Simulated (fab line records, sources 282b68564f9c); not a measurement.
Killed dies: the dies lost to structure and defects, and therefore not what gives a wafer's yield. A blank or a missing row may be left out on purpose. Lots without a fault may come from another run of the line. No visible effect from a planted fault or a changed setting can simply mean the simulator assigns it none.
Commonality check across tools ; flow rit_cmos ; 14 lots, 42 wafers sampled

REASON FOR OPENING
At RIT_GATE_THK_MEAS_07 the reading GATE_OXIDE_THK is flagged on 2 of 14 lots. Fault-free wafers read 3.04 nm, with a standard deviation of 0.063.
Rule: flag the lot when none of its wafers has a number, or when each of its wafers that has one lies beyond 4 standard deviations from that mean. The other lots count as sound.

lot;measured;on;GATE_OXIDE_THK (nm), wafer by wafer;flag
L474;day 2 17:22;film_metro-03;2.99 3.00 3.04;
L475;day 3 00:34;film_metro-04;2.97 3.00 2.98;
L476;day 3 04:38;film_metro-04;3.09 3.13 3.05;
L477;day 3 08:55;film_metro-03;2.99 3.00 2.96;
L478;day 3 16:51;film_metro-04;3.09 3.13 3.06;
L479;day 3 20:38;film_metro-03;3.01 3.05 2.99;
L480;day 3 23:11;film_metro-02;3.16 3.14 3.15;
L484;day 4 15:57;film_metro-02;3.39 3.40 3.39;FLAGGED
L486;day 5 05:35;film_metro-04;3.42 3.31 3.38;FLAGGED
L487;day 5 08:14;film_metro-02;2.99 3.11 3.03;
L488;day 5 11:19;film_metro-03;3.09 3.11 3.07;
L490;day 5 22:29;film_metro-03;3.09 3.08 3.07;
L493;day 6 12:32;film_metro-04;3.03 2.95 2.96;
L495;day 7 01:51;film_metro-04;2.96 3.00 3.02;
The mean of the flagged lots' numbers is 3.38 nm, +0.34 nm from the usual (+5 standard deviations).

TOOL THAT RAN EACH LOT
The record keeps 1 process step preceding the reading, out of 202 steps on the route. In each cell: the tool, then ch and the chambers that the sampled wafers went through, then the start.
lot;flag;RIT_GATE_OXIDATION_05
L474;;furnace-01 ch 0, day 2 11:10
L475;;furnace-04 ch 0, day 2 18:40
L476;;furnace-04 ch 0, day 3 02:29
L477;;furnace-01 ch 0, day 3 06:29
L478;;furnace-03 ch 0, day 3 14:54
L479;;furnace-03 ch 0, day 3 18:47
L480;;furnace-01 ch 0, day 3 20:37
L484;FLAGGED;furnace-03 ch 0, day 4 13:39
L486;FLAGGED;furnace-03 ch 0, day 5 03:41
L487;;furnace-01 ch 0, day 5 06:55
L488;;furnace-04 ch 0, day 5 08:19
L490;;furnace-04 ch 0, day 5 20:58
L493;;furnace-04 ch 0, day 6 11:13
L495;;furnace-04 ch 0, day 6 23:16
What these steps do:
- RIT_GATE_OXIDATION_05: target thk 3 nm, ox time 270 s.
- RIT_GATE_THK_MEAS_07

FLAGGED OVER TOTAL, TOOL BY TOOL (the gauges that took the reading come last)
step;tool;lots run;flagged;share of the flagged lots;sound lots run after its first flagged lot
RIT_GATE_OXIDATION_05;furnace-01;4;0;none;-
RIT_GATE_OXIDATION_05;furnace-03;4;2;all;0
RIT_GATE_OXIDATION_05;furnace-04;6;0;none;-
RIT_GATE_THK_MEAS_07;film_metro-02;3;1;some;1 (L487)
RIT_GATE_THK_MEAS_07;film_metro-03;5;0;none;-
RIT_GATE_THK_MEAS_07;film_metro-04;6;1;some;2 (L493,L495)

WHAT IS ALLOWED BY THE TABLE
1 row of the table ran every flagged lot: furnace-03 at RIT_GATE_OXIDATION_05.
- furnace-03 at RIT_GATE_OXIDATION_05 ran 4 lots, 2 of them flagged. Its last sound lot is L479 (day 3 18:47), its first flagged lot L484 (day 4 13:39): a fault that began between those two fits.
furnace-03 at RIT_GATE_OXIDATION_05 is the single tool remaining.

WHAT WAS PUT IN BY THE SIMULATOR
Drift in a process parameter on furnace-03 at RIT_GATE_OXIDATION_05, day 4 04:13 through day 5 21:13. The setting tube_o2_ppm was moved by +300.
Shown lots that were struck: L484, L486. The rule above reached the same finding.
